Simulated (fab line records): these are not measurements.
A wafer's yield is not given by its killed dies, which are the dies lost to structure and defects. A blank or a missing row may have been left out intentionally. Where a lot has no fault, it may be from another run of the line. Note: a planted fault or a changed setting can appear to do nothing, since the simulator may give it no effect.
A lot that was struck, set against a sound lot / flow berkeley_cmos170 / 14 steps out of a route of 331
Sound: the wafers L127.3, L127.4, L127.6. Struck: wafers L133.2, L133.4, L133.6. At the end, the cause is stated.
At each step with rows: each side's tool, then ch and its chambers, then its first start. Under that, the readings that differ: sound wafers / struck wafers / difference of the means / sigmas: that difference in standard deviations of wafers without a fault.
alike: readings with means less than 2 such deviations apart, plus words and numbers identical on both sides. not compared: withheld readings, readings lacking a value on some wafer, bounds such as >300 that could conceal the same value, and numbers that have no deviation in the record and whose values overlap.
A row with sigmas, a row that says differs or no value, or rows on one side alone: a step with any of these is where the two part. Non-overlapping numbers with no deviation appear without sigmas and do not part them. Lack of a reading on every wafer of one side parts them only where that side has two or more wafers.

first, 6 steps without rows for these wafers: UCB170_PVT_HMDS_00 (prime time 60 s); UCB170_PVT_COAT_01 (resist thk 900 nm); UCB170_PVT_SOFTBAKE_02 (time 60 s); UCB170_PVT_EXPOSE_03 (exposes mask NWELL, target cd 3000 nm); UCB170_PVT_PEB_04; UCB170_PVT_DEVELOP_05 (develop time 45 s).
UCB170_PVT_OVL_MEAS_06:
  struck on overlay-02, day 7 15:21; sound on overlay-02, day 5 09:13
reading=PVT_OVL (nm); sound=3 8 3; struck=-14 -6 -6; difference=-13; sigmas=-2
then, 1 step without rows for these wafers: UCB170_PVT_IMPLANT_07.
UCB170_PVT_STRIP_08: strips in O2.
  sound on plasma_asher-03 ch 0,1, day 5 09:25; struck on plasma_asher-03 ch 0,1, day 7 15:32
  alike: drypump_motor_current_A, oes_product_au, strip_time_to_endpoint_s
  not compared: rf_hours_counter_h
UCB170_PVT_TW_MEAS_09:
  struck on film_metro-04, day 7 15:38; sound on film_metro-04, day 5 09:31
  alike: PVT_TW
then, 1 step without rows for these wafers: UCB170_GATE_WET_ETCH_00 (etches SiO2 in dHF, time 200 s).
UCB170_FIELD_THK_MEAS_91:
  struck on film_metro-03, day 7 15:46; sound on film_metro-03, day 5 10:05
  alike: FIELD_OXIDE_LEFT_2_THK
UCB170_GATE_OXIDATION_01: target thk 6.6 nm, ox time 1800 s.
  struck on furnace-04, day 7 18:40; sound on furnace-04 ch 0, day 5 13:21
  no value came back on the struck wafers for ox_temp_c (C), ox_temp_c_max, ox_time_s (s); on the sound wafers ox_temp_c (C) reads 849.5 850.0 850.1
then, 1 step without rows for these wafers: UCB170_GATE_ANNEAL_03 (time 1800 s).

## WHERE THEY PART
At UCB170_PVT_OVL_MEAS_06 first; at UCB170_GATE_OXIDATION_01 last (within this record only).

WHY: what had been put in by the simulator
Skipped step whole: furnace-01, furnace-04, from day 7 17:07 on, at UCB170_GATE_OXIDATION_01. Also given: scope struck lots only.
